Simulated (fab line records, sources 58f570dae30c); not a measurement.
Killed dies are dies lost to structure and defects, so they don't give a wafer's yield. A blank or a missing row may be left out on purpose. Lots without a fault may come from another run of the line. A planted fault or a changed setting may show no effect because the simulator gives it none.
Split-lot experiment | flow berkeley_cmos170 | 5 lots, 23 wafers read, on a route of 331 steps

THE SPLIT
At UCB170_PWELL_CVD_05 (deposits Si3N4 from SiH2Cl2/NH3, target thk 220 nm, time 3300 s), the setting pressure_mtorr was moved away from the recipe's 200 mTorr on 15 of the 23 wafers read, by -10.5% to +12.8%. The other wafers ran this setting at the recipe's value.

The file shows no step between the split and the reading.

THE READING
PWELL_NITRIDE_THK, in nm, at UCB170_PWELL_THK_MEAS_06. Fault-free wafers of this fab line usually give 219.3 nm, standard deviation 1.2 nm.

wafer  | tool, chamber at the split | pressure_mtorr as run, mTorr | against the recipe | PWELL_NITRIDE_THK, nm | against lot-mates on the recipe
L076.1 | -, -                       | 179.1                        | -10.5%             | 213.1                 | no lot-mate on the recipe
L076.3 | -, -                       | 179.1                        | -10.5%             | 213.7                 | no lot-mate on the recipe
L076.4 | -, -                       | 179.1                        | -10.5%             | 213.8                 | no lot-mate on the recipe
L076.5 | -, -                       | 179.1                        | -10.5%             | 213.7                 | no lot-mate on the recipe
L076.6 | -, -                       | 179.1                        | -10.5%             | 213.3                 | no lot-mate on the recipe
L075.2 | -, -                       | 225.5                        | +12.7%             | 226.8                 | no lot-mate on the recipe
L075.3 | -, -                       | 225.5                        | +12.7%             | 228.8                 | no lot-mate on the recipe
L075.4 | -, -                       | 225.5                        | +12.7%             | 229.3                 | no lot-mate on the recipe
L075.5 | -, -                       | 225.5                        | +12.7%             | 228.0                 | no lot-mate on the recipe
L075.6 | -, -                       | 225.5                        | +12.7%             | 230.2                 | no lot-mate on the recipe
L077.1 | -, -                       | 200                          | recipe             | 219.7                 | -
L077.2 | -, -                       | 200                          | recipe             | 219.6                 | -
L077.3 | -, -                       | 200                          | recipe             | 217.4                 | -
L077.4 | -, -                       | 200                          | recipe             | 220.1                 | -
L077.6 | -, -                       | 200                          | recipe             | 218.7                 | -
L078.1 | -, -                       | 225.6                        | +12.8%             | 226.5                 | no lot-mate on the recipe
L078.2 | -, -                       | 225.6                        | +12.8%             | 225.8                 | no lot-mate on the recipe
L078.4 | -, -                       | 225.6                        | +12.8%             | 227.6                 | no lot-mate on the recipe
L078.5 | -, -                       | 225.6                        | +12.8%             | 226.7                 | no lot-mate on the recipe
L078.6 | -, -                       | 225.6                        | +12.8%             | 228.3                 | no lot-mate on the recipe
L085.3 | lpcvd-02, 0                | 200                          | recipe             | 220.2                 | -
L085.4 | lpcvd-02, 0                | 200                          | recipe             | 218.5                 | -
L085.5 | lpcvd-02, 0                | 200                          | recipe             | 220.7                 | -

THE FIT
A straight line over all 23 wafers: PWELL_NITRIDE_THK changes by +0.623 nm for each +1% of pressure_mtorr; r = +0.98; the points scatter about the line by 1.1 nm.
Too few moved wafers have a lot-mate on the recipe to fit a line with each lot's own level taken away.

THE WHOLE CHAIN: every reading that the file lists as answering this split, in the file's order
step                     | what it does                                                    | reading                                                                       | change (the file's fit)               | r (the file's)
UCB170_PWELL_CVD_05      | deposits Si3N4 from SiH2Cl2/NH3, target thk 220 nm, time 3300 s | Si3N4_of_PWELL_CVD_05.thk_nm (the simulator's own value, which no gauge read) | +0.622 nm for each +1% of the setting | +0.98
UCB170_PWELL_THK_MEAS_06 |                                                                 | PWELL_NITRIDE_THK                                                             | +0.623 for each +1% of the setting    | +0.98

THE FILE'S OWN FIT
PWELL_NITRIDE_THK changes by +0.623 nm for each +1% of pressure_mtorr, r = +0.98.
